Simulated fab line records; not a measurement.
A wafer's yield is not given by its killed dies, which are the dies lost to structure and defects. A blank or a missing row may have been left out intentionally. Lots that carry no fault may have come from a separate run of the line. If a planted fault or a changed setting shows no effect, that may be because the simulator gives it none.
fab line records / flow berkeley_cmos170
record lots=14 wafers=42 last_day=13
route steps=331 shown NVT@111
lots with no fault: from the same line, run without faults
start_h: hours from the record's opening day to when the first of the lot's shown wafers began / wait_h: time in hours since the lot's previous step / " unchanged from the row above / L1.1+2: a single row standing in for several wafers / - no value, or no start given / * or withheld: withheld / < > ~ a bound
route shown NAME@n: a module of which the file shows steps, and the number in the route of the first / usual: average and standard deviation across the fault-free wafers / same: alike in all rows / chamber/n: place in a boat / sites: readings site by site / _std_site: the standard deviation of these / _edge_site: mean of outer sites minus mean of inner sites / radius_mm: for every site, how far away it sits from the centre of the wafer / mask NAME#n: copy n / behind: the most recent tool/chamber to have shaped the wafer / hold: why the lot went on hold/how many hours it stayed there/how the hold came to an end / device: whichever transistor did not switch (one of n, p or np) / end of line: the tests these same wafers got at the end of their route / a step without rows: its recipe alone / killed: dies lost to structure and defects at the first sort, not the wafer's yield / map: per-die view of a wafer (x killed, . not killed, _ where there is no die)
set.NAME: the setting as run; set.NAME@STEP: as run at that earlier step / model.NAME: the simulator's own value behind a step, which no gauge read
one table for each step of the route and one row for each wafer, over a sample of lots
services: when a tool's chamber went out of use (start_h, in hours from the record's first day, below 0 if earlier), for how many hours, and the reason
## steps
# step UCB170_NVT_IMPLANT_07
# recipe species=BF2 dose_cm2=3e+12 energy_kev=50 tilt_deg=7
# usual dose_ions_cm2=3.001e+12/3e+09 faraday_current_uA=9.50/0.19
lot.wafer=L801.4 tool=implanter-04 chamber=0 start_h=120.19 wait_h=0.1 dose_ions_cm2=3.005e+12 faraday_current_uA=9.28
lot.wafer=L801.5 tool=implanter-04 chamber=0 start_h=120.19 wait_h=0.1 dose_ions_cm2=2.994e+12 faraday_current_uA=9.61
lot.wafer=L801.6 tool=implanter-04 chamber=0 start_h=120.19 wait_h=0.1 dose_ions_cm2=3e+12 faraday_current_uA=9.40
lot.wafer=L800.1 tool=implanter-04 chamber=0 start_h=120.51 wait_h=0.0 dose_ions_cm2=2.999e+12 faraday_current_uA=9.46
lot.wafer=L800.4 tool=implanter-04 chamber=0 start_h=120.51 wait_h=0.0 dose_ions_cm2=2.997e+12 faraday_current_uA=9.75
lot.wafer=L800.5 tool=implanter-04 chamber=0 start_h=120.51 wait_h=0.0 dose_ions_cm2=2.999e+12 faraday_current_uA=9.34
lot.wafer=L802.2 tool=implanter-04 chamber=0 start_h=128.89 wait_h=0.0 dose_ions_cm2=3.001e+12 faraday_current_uA=9.55
lot.wafer=L802.5 tool=implanter-04 chamber=0 start_h=128.89 wait_h=0.0 dose_ions_cm2=3.006e+12 faraday_current_uA=9.44
lot.wafer=L802.6 tool=implanter-04 chamber=0 start_h=128.89 wait_h=0.0 dose_ions_cm2=3e+12 faraday_current_uA=9.47
lot.wafer=L803.1 tool=implanter-03 chamber=0 start_h=129.11 wait_h=0.0 dose_ions_cm2=3.002e+12 faraday_current_uA=9.42
lot.wafer=L803.3 tool=implanter-03 chamber=0 start_h=129.11 wait_h=0.0 dose_ions_cm2=3.001e+12 faraday_current_uA=9.52
lot.wafer=L803.5 tool=implanter-03 chamber=0 start_h=129.11 wait_h=0.0 dose_ions_cm2=3.001e+12 faraday_current_uA=9.24
lot.wafer=L809.2 tool=implanter-03 chamber=0 start_h=158.75 wait_h=0.0 dose_ions_cm2=3.002e+12 faraday_current_uA=9.74
lot.wafer=L809.3 tool=implanter-03 chamber=0 start_h=158.75 wait_h=0.0 dose_ions_cm2=3.003e+12 faraday_current_uA=9.77
lot.wafer=L809.5 tool=implanter-03 chamber=0 start_h=158.75 wait_h=0.0 dose_ions_cm2=2.998e+12 faraday_current_uA=9.83
lot.wafer=L808.2 tool=implanter-01 chamber=0 start_h=158.99 wait_h=0.0 dose_ions_cm2=5.006e+12 faraday_current_uA=15.28
lot.wafer=L808.4 tool=implanter-01 chamber=0 start_h=158.99 wait_h=0.0 dose_ions_cm2=5.005e+12 faraday_current_uA=15.49
lot.wafer=L808.6 tool=implanter-01 chamber=0 start_h=158.99 wait_h=0.0 dose_ions_cm2=5.006e+12 faraday_current_uA=15.31
lot.wafer=L806.1 tool=implanter-01 chamber=0 start_h=159.21 wait_h=0.0 dose_ions_cm2=5.006e+12 faraday_current_uA=15.40
lot.wafer=L806.2 tool=implanter-01 chamber=0 start_h=159.21 wait_h=0.0 dose_ions_cm2=5.004e+12 faraday_current_uA=15.87
lot.wafer=L806.6 tool=implanter-01 chamber=0 start_h=159.21 wait_h=0.0 dose_ions_cm2=5e+12 faraday_current_uA=15.47
lot.wafer=L807.1 tool=implanter-03 chamber=0 start_h=159.36 wait_h=0.1 dose_ions_cm2=2.999e+12 faraday_current_uA=9.58
lot.wafer=L807.2 tool=implanter-03 chamber=0 start_h=159.36 wait_h=0.1 dose_ions_cm2=3.001e+12 faraday_current_uA=9.48
lot.wafer=L807.3 tool=implanter-03 chamber=0 start_h=159.36 wait_h=0.1 dose_ions_cm2=2.999e+12 faraday_current_uA=9.55
lot.wafer=L816.1 tool=implanter-04 chamber=0 start_h=218.79 wait_h=0.0 dose_ions_cm2=3.001e+12 faraday_current_uA=9.34
lot.wafer=L816.5 tool=implanter-04 chamber=0 start_h=218.79 wait_h=0.0 dose_ions_cm2=3.001e+12 faraday_current_uA=9.77
lot.wafer=L816.6 tool=implanter-04 chamber=0 start_h=218.79 wait_h=0.0 dose_ions_cm2=3e+12 faraday_current_uA=9.40
lot.wafer=L819.1 tool=implanter-03 chamber=0 start_h=235.46 wait_h=0.0 dose_ions_cm2=2.996e+12 faraday_current_uA=9.37
lot.wafer=L819.2 tool=implanter-03 chamber=0 start_h=235.46 wait_h=0.0 dose_ions_cm2=3.002e+12 faraday_current_uA=9.53
lot.wafer=L819.4 tool=implanter-03 chamber=0 start_h=235.46 wait_h=0.0 dose_ions_cm2=3.001e+12 faraday_current_uA=9.93
lot.wafer=L820.1 tool=implanter-01 chamber=0 start_h=235.67 wait_h=0.0 dose_ions_cm2=3.007e+12 faraday_current_uA=9.39
lot.wafer=L820.2 tool=implanter-01 chamber=0 start_h=235.67 wait_h=0.0 dose_ions_cm2=3.003e+12 faraday_current_uA=9.40
lot.wafer=L820.3 tool=implanter-01 chamber=0 start_h=235.67 wait_h=0.0 dose_ions_cm2=3e+12 faraday_current_uA=9.52
lot.wafer=L823.1 tool=implanter-01 chamber=0 start_h=250.13 wait_h=0.0 dose_ions_cm2=2.998e+12 faraday_current_uA=9.39
lot.wafer=L823.3 tool=implanter-01 chamber=0 start_h=250.13 wait_h=0.0 dose_ions_cm2=2.999e+12 faraday_current_uA=9.34
lot.wafer=L823.4 tool=implanter-01 chamber=0 start_h=250.13 wait_h=0.0 dose_ions_cm2=2.993e+12 faraday_current_uA=9.43
lot.wafer=L822.4 tool=implanter-03 chamber=0 start_h=250.32 wait_h=0.1 dose_ions_cm2=3.002e+12 faraday_current_uA=9.35
lot.wafer=L822.5 tool=implanter-03 chamber=0 start_h=250.32 wait_h=0.1 dose_ions_cm2=3.002e+12 faraday_current_uA=9.30
lot.wafer=L822.6 tool=implanter-03 chamber=0 start_h=250.32 wait_h=0.1 dose_ions_cm2=3.002e+12 faraday_current_uA=9.20
lot.wafer=L821.1 tool=implanter-04 chamber=0 start_h=250.41 wait_h=0.0 dose_ions_cm2=3.002e+12 faraday_current_uA=9.62
lot.wafer=L821.2 tool=implanter-04 chamber=0 start_h=250.41 wait_h=0.0 dose_ions_cm2=2.998e+12 faraday_current_uA=9.78
lot.wafer=L821.4 tool=implanter-04 chamber=0 start_h=250.41 wait_h=0.0 dose_ions_cm2=3.005e+12 faraday_current_uA=9.39
# step UCB170_NVT_TW_MEAS_09
# usual NVT_TW=522/3.3
lot.wafer=L801.4 tool=film_metro-01 chamber=- start_h=120.39 wait_h=0.1 NVT_TW=519
lot.wafer=L801.5 tool=film_metro-01 chamber=- start_h=120.39 wait_h=0.1 NVT_TW=520
lot.wafer=L801.6 tool=film_metro-01 chamber=- start_h=120.39 wait_h=0.1 NVT_TW=520
lot.wafer=L800.1 tool=film_metro-02 chamber=- start_h=120.76 wait_h=0.1 NVT_TW=523
lot.wafer=L800.4 tool=film_metro-02 chamber=- start_h=120.76 wait_h=0.1 NVT_TW=527
lot.wafer=L800.5 tool=film_metro-02 chamber=- start_h=120.76 wait_h=0.1 NVT_TW=528
lot.wafer=L802.2 tool=film_metro-01 chamber=- start_h=129.13 wait_h=0.1 NVT_TW=519
lot.wafer=L802.5 tool=film_metro-01 chamber=- start_h=129.13 wait_h=0.1 NVT_TW=517
lot.wafer=L802.6 tool=film_metro-01 chamber=- start_h=129.13 wait_h=0.1 NVT_TW=517
lot.wafer=L803.1 tool=film_metro-02 chamber=- start_h=129.36 wait_h=0.1 NVT_TW=522
lot.wafer=L803.3 tool=film_metro-02 chamber=- start_h=129.36 wait_h=0.1 NVT_TW=522
lot.wafer=L803.5 tool=film_metro-02 chamber=- start_h=129.36 wait_h=0.1 NVT_TW=521
lot.wafer=L809.2 tool=film_metro-01 chamber=- start_h=158.99 wait_h=0.1 NVT_TW=527
lot.wafer=L809.3 tool=film_metro-01 chamber=- start_h=158.99 wait_h=0.1 NVT_TW=526
lot.wafer=L809.5 tool=film_metro-01 chamber=- start_h=158.99 wait_h=0.1 NVT_TW=525
lot.wafer=L808.2 tool=film_metro-04 chamber=- start_h=159.23 wait_h=0.1 NVT_TW=612
lot.wafer=L808.4 tool=film_metro-04 chamber=- start_h=159.23 wait_h=0.1 NVT_TW=613
lot.wafer=L808.6 tool=film_metro-04 chamber=- start_h=159.23 wait_h=0.1 NVT_TW=611
lot.wafer=L806.1 tool=film_metro-04 chamber=- start_h=159.46 wait_h=0.1 NVT_TW=614
lot.wafer=L806.2 tool=film_metro-04 chamber=- start_h=159.46 wait_h=0.1 NVT_TW=615
lot.wafer=L806.6 tool=film_metro-04 chamber=- start_h=159.46 wait_h=0.1 NVT_TW=613
lot.wafer=L807.1 tool=film_metro-01 chamber=- start_h=159.61 wait_h=0.1 NVT_TW=522
lot.wafer=L807.2 tool=film_metro-01 chamber=- start_h=159.61 wait_h=0.1 NVT_TW=522
lot.wafer=L807.3 tool=film_metro-01 chamber=- start_h=159.61 wait_h=0.1 NVT_TW=522
lot.wafer=L816.1 tool=film_metro-04 chamber=- start_h=219.04 wait_h=0.1 NVT_TW=519
lot.wafer=L816.5 tool=film_metro-04 chamber=- start_h=219.04 wait_h=0.1 NVT_TW=521
lot.wafer=L816.6 tool=film_metro-04 chamber=- start_h=219.04 wait_h=0.1 NVT_TW=524
lot.wafer=L819.1 tool=film_metro-02 chamber=- start_h=235.71 wait_h=0.1 NVT_TW=524
lot.wafer=L819.2 tool=film_metro-02 chamber=- start_h=235.71 wait_h=0.1 NVT_TW=525
lot.wafer=L819.4 tool=film_metro-02 chamber=- start_h=235.71 wait_h=0.1 NVT_TW=523
lot.wafer=L820.1 tool=film_metro-04 chamber=- start_h=235.92 wait_h=0.1 NVT_TW=522
lot.wafer=L820.2 tool=film_metro-04 chamber=- start_h=235.92 wait_h=0.1 NVT_TW=517
lot.wafer=L820.3 tool=film_metro-04 chamber=- start_h=235.92 wait_h=0.1 NVT_TW=519
lot.wafer=L823.1 tool=film_metro-04 chamber=- start_h=250.38 wait_h=0.1 NVT_TW=526
lot.wafer=L823.3 tool=film_metro-04 chamber=- start_h=250.38 wait_h=0.1 NVT_TW=525
lot.wafer=L823.4 tool=film_metro-04 chamber=- start_h=250.38 wait_h=0.1 NVT_TW=526
lot.wafer=L822.4 tool=film_metro-01 chamber=- start_h=250.53 wait_h=0.1 NVT_TW=520
lot.wafer=L822.5 tool=film_metro-01 chamber=- start_h=250.53 wait_h=0.1 NVT_TW=520
lot.wafer=L822.6 tool=film_metro-01 chamber=- start_h=250.53 wait_h=0.1 NVT_TW=522
lot.wafer=L821.1 tool=film_metro-04 chamber=- start_h=250.66 wait_h=0.1 NVT_TW=527
lot.wafer=L821.2 tool=film_metro-04 chamber=- start_h=250.66 wait_h=0.1 NVT_TW=523
lot.wafer=L821.4 tool=film_metro-04 chamber=- start_h=250.66 wait_h=0.1 NVT_TW=528
## services
tool=implanter-03 chamber=- start_h=109.49 hours=4.8 kind=repair
tool=implanter-04 chamber=- start_h=118.04 hours=1.4 kind=repair
tool=implanter-03 chamber=- start_h=132.24 hours=2.6 kind=repair
tool=implanter-04 chamber=- start_h=157.01 hours=3.9 kind=pm
tool=implanter-01 chamber=- start_h=250.42 hours=3.5 kind=repair
## key
first_sign step=UCB170_NVT_IMPLANT_07 reading=dose_ions_cm2 direction=up sigmas=99+ usual=3.001e+12 struck=5.005e+12
effect step=UCB170_NVT_IMPLANT_07 reading=faraday_current_uA direction=up sigmas=31 usual=9.50 struck=15.47
effect step=UCB170_NVT_TW_MEAS_09 reading=NVT_TW direction=up sigmas=28 usual=522 struck=613
met_at UCB170_NVT_IMPLANT_07
struck_lots L806,L808
tester_left_out L806,L808
fault kind=process_parameter_drift tool=implanter-01 chamber=- onset_h=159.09 steps=UCB170_NVT_IMPLANT_07 channel=dose_cm2 offset=2.0027e+12 shape=step end_h=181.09 acts_in=these_recipes_only stated=3e+12
# tester_left_out: of these lots the tester's yield and bins aren't shown, on N5 and GAA mostly nor the transistor test; their killed dies are dies lost to structure and defects alone, not to doping, threshold or leakage, so they don't give the yield
